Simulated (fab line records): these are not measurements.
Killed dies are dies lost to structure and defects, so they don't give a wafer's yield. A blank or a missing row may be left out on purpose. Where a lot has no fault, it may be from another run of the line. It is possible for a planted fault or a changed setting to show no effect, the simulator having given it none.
Which tool is to blame?	flow berkeley-cmos170	42 wafers sampled from 14 lots at 1 step of a route of 331

== WHAT EACH GAUGE READ, for each wafer ==
UCB170_M2_CD_MEAS_15: the cd target is 700 nm. Usual: 700.0 nm for cd-nm, sd 1.6.
lot	measured	on	cd-nm (nm)	flag
L325	day 8 13:32	cd-sem-02	699.4 698.4 698.9	
L326	day 9 00:22	cd-sem-02	696.9 697.8 697.0	
L327	day 9 02:37	cd-sem-02	698.6 700.2 699.6	
L329	day 9 10:16	cd-sem-02	700.6 699.9 700.4	
L328	day 9 11:59	cd-sem-02	700.7 699.7 700.6	
L330	day 9 12:23	cd-sem-02	701.1 700.4 701.7	
L332	day 10 10:57	cd-sem-01	697.6 698.6 698.8	
L333	day 10 11:59	cd-sem-01	700.0 698.4 699.0	
L336	day 10 23:10	cd-sem-02	699.3 700.7 699.2	
L337	day 11 11:34	cd-sem-01	701.5 700.0 700.2	
L341	day 12 04:16	cd-sem-02	702.9 702.0 702.3	
L342	day 12 08:34	cd-sem-01	700.0 702.4 700.9	
L344	day 12 21:59	cd-sem-02	700.2 699.4 699.5	
L346	day 13 08:19	cd-sem-02	697.7 697.6 698.7	

== TOOL THAT RAN EACH LOT (tool first, then ch and the chambers of the sampled wafers, then the start) ==
There is no process step in the record ahead of these readings.

== AS READ BY THE TOOLS THEMSELVES (means over the sampled wafers that have a number; for cases with no such wafer, the mark the record gives instead) ==
The record holds no such reading with a usual standard deviation.

== THE ANSWER, worked out from the rows above alone ==
Rule: a lot counts as off when the mean over its wafers that have a number is more than 3 standard deviations away from the usual mean. A lot without any number at a reading at which 4 lots or more have one is off too. Any other lot the step has rows for is counted as sound. Order of review: gauges by route order, followed by the tools' own readings, for which a lot's mean as printed above is used. The first step at which some lot is off is used, and at that step the reading that is off furthest; a lot without a number counts as furthest.
Across all readings shown, no lot is off: no conclusion can be drawn from this.

== WHAT THE SIMULATOR HAD INSERTED ==
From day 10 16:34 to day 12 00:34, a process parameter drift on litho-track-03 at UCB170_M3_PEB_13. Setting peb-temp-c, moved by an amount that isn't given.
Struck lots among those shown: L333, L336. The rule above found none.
